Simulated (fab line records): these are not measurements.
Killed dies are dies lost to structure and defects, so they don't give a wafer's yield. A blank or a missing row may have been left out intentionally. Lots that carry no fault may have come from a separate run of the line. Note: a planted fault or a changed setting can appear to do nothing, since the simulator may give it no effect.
What tool caused it? :: flow berkeley_cmos170 :: route of 331 steps, sampled at 1 step: 7 lots, 21 wafers

== WHAT THE GAUGES SHOWED, per wafer ==
UCB170_SDANNEAL_RS_MEAS_02: measures by four-point-probe.
lot: L172
measured: day 8 12:27
on: film_metro-03
PSD_RS (ohm/sq): 75.3 75.5 75.4

lot: L174
measured: day 8 13:00
on: film_metro-03
PSD_RS (ohm/sq): 75.9 75.8 75.9

lot: L177
measured: day 9 09:37
on: film_metro-02
PSD_RS (ohm/sq): 75.6 75.1 75.1

lot: L179
measured: day 9 17:05
on: film_metro-03
PSD_RS (ohm/sq): 75.8 76.0 75.9

lot: L192
measured: day 12 00:25
on: film_metro-02
PSD_RS (ohm/sq): 75.7 75.6 75.9

lot: L191
measured: day 12 01:19
on: film_metro-03
PSD_RS (ohm/sq): 75.4 75.3 75.9

lot: L193
measured: day 12 22:35
on: film_metro-04
PSD_RS (ohm/sq): 75.7 75.6 75.7

== TOOL THAT RAN EACH LOT (tool first, then ch and the chambers of the sampled wafers, then the start) ==
The record shows no process step preceding these readings.

== THE ANSWER, worked out from the rows above alone ==
Rule: the lots themselves supply what counts as usual. Put in order of their means at a reading, lots are off if they are a third of the lots or fewer, leave a main group of 4 or more, and stand apart from it by a gap of 3 or more times the standard deviation of the main group's means; of several such gaps the widest counts. A main group is skipped when, at the precision printed for the reading in the tables above, its means are all equal. Also off: a lot with no number at a reading for which 4 or more lots have one. Where the step has rows for the other lots, those lots are counted as sound.
Nothing can be told from this: no lot is off at any reading shown.

== WHAT WAS PUT IN BY THE SIMULATOR ==
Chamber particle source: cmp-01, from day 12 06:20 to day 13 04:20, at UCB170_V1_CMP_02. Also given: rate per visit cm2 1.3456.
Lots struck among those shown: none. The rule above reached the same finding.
